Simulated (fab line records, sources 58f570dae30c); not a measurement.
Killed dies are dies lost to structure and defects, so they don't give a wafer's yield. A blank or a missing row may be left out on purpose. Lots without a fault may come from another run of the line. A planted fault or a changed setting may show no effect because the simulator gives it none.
Tool commonality check | flow berkeley_cmos170 | 16 lots, 48 wafers sampled

WHY IT WAS OPENED
At UCB170_SCREENOX_THK_MEAS_02 the reading SCREENOX_OXIDE_THK is flagged on 4 of 16 lots. Wafers without a fault read 14.21 nm, standard deviation 0.24.
Rule: a lot is flagged when every wafer of it that has a number lies more than 4 standard deviations from that mean, or none has a number. The other lots count as sound.

lot  | measured     | on            | SCREENOX_OXIDE_THK (nm), wafer by wafer | flag
L834 | day 6 11:34  | film_metro-02 | 14.06 14.19 13.82                       |
L833 | day 6 11:37  | film_metro-02 | 14.11 13.97 14.02                       |
L836 | day 6 18:46  | film_metro-04 | 14.54 14.63 14.84                       |
L837 | day 7 03:02  | film_metro-01 | 14.14 14.05 14.12                       |
L839 | day 7 22:57  | film_metro-01 | 14.08 14.09 13.83                       |
L844 | day 8 14:02  | film_metro-02 | 14.30 14.36 14.37                       |
L845 | day 9 07:30  | film_metro-02 | 14.44 14.18 14.14                       |
L847 | day 9 07:31  | film_metro-04 | 14.66 14.33 14.37                       |
L846 | day 9 07:32  | film_metro-01 | 13.97 14.12 13.87                       |
L848 | day 9 16:10  | film_metro-04 | 5.74 5.80 5.96                          | FLAGGED
L849 | day 9 16:11  | film_metro-02 | 5.92 6.07 5.98                          | FLAGGED
L850 | day 9 16:11  | film_metro-01 | 6.00 6.00 5.94                          | FLAGGED
L851 | day 10 02:11 | film_metro-01 | 5.99 6.03 6.15                          | FLAGGED
L853 | day 10 14:40 | film_metro-01 | 14.07 14.50 14.47                       |
L852 | day 10 14:41 | film_metro-04 | 14.40 14.71 14.54                       |
L856 | day 11 07:42 | film_metro-01 | 14.10 14.30 13.95                       |
The numbers of the flagged lots are 5.96 nm on average: -8.25 nm against the usual, or -34 standard deviations.

WHICH TOOL RAN EACH LOT
The record holds 1 process step before the reading, out of a route of 331 steps. In each cell: the tool, then ch and the chambers that the sampled wafers went through, then the start.
lot  | flag    | UCB170_SCREENOX_OXIDATION_01
L834 |         | furnace-04 ch 0, day 6 09:50
L833 |         | furnace-04 ch 0, day 6 09:50
L836 |         | furnace-02 ch 0, day 6 17:06
L837 |         | furnace-04 ch 0, day 7 01:22
L839 |         | furnace-02 ch 0, day 7 21:15
L844 |         | furnace-01 ch 0, day 8 12:22
L845 |         | furnace-04 ch 0, day 9 05:50
L847 |         | furnace-04 ch 0, day 9 05:50
L846 |         | furnace-04 ch 0, day 9 05:50
L848 | FLAGGED | furnace-04 ch 0, day 9 14:30
L849 | FLAGGED | furnace-04 ch 0, day 9 14:30
L850 | FLAGGED | furnace-04 ch 0, day 9 14:30
L851 | FLAGGED | furnace-04 ch 0, day 10 00:31
L853 |         | furnace-02 ch 0, day 10 13:00
L852 |         | furnace-02 ch 0, day 10 13:00
L856 |         | furnace-02 ch 0, day 11 06:02
What these steps do:
- UCB170_SCREENOX_OXIDATION_01: target thk 14.4 nm, ox time 2400 s.
- UCB170_SCREENOX_THK_MEAS_02

FLAGGED OVER TOTAL, TOOL BY TOOL (the gauges that took the reading come last)
step                         | tool          | lots run | flagged | share of the flagged lots | sound lots run after its first flagged lot
UCB170_SCREENOX_OXIDATION_01 | furnace-01    | 1        | 0       | none                      | -
UCB170_SCREENOX_OXIDATION_01 | furnace-02    | 5        | 0       | none                      | -
UCB170_SCREENOX_OXIDATION_01 | furnace-04    | 10       | 4       | all                       | 0
UCB170_SCREENOX_THK_MEAS_02  | film_metro-01 | 7        | 2       | some                      | 2 (L853,L856)
UCB170_SCREENOX_THK_MEAS_02  | film_metro-02 | 5        | 1       | some                      | 0
UCB170_SCREENOX_THK_MEAS_02  | film_metro-04 | 4        | 1       | some                      | 1 (L852)

WHAT THE TABLE ALLOWS
1 row of the table ran every flagged lot: furnace-04 at UCB170_SCREENOX_OXIDATION_01.
- furnace-04 at UCB170_SCREENOX_OXIDATION_01: 4 of its 10 lots flagged. Its last sound lot is L845 (day 9 05:50), its first flagged lot L848 (day 9 14:30): a fault that began between those two fits.
One tool is left: furnace-04 at UCB170_SCREENOX_OXIDATION_01.

WHAT THE SIMULATOR HAD PUT IN
Process parameter drift: furnace-04, from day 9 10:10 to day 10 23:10, at UCB170_SCREENOX_OXIDATION_01. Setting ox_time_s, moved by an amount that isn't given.
Lots struck among those shown: L848, L849, L850, L851. The rule above found the same.
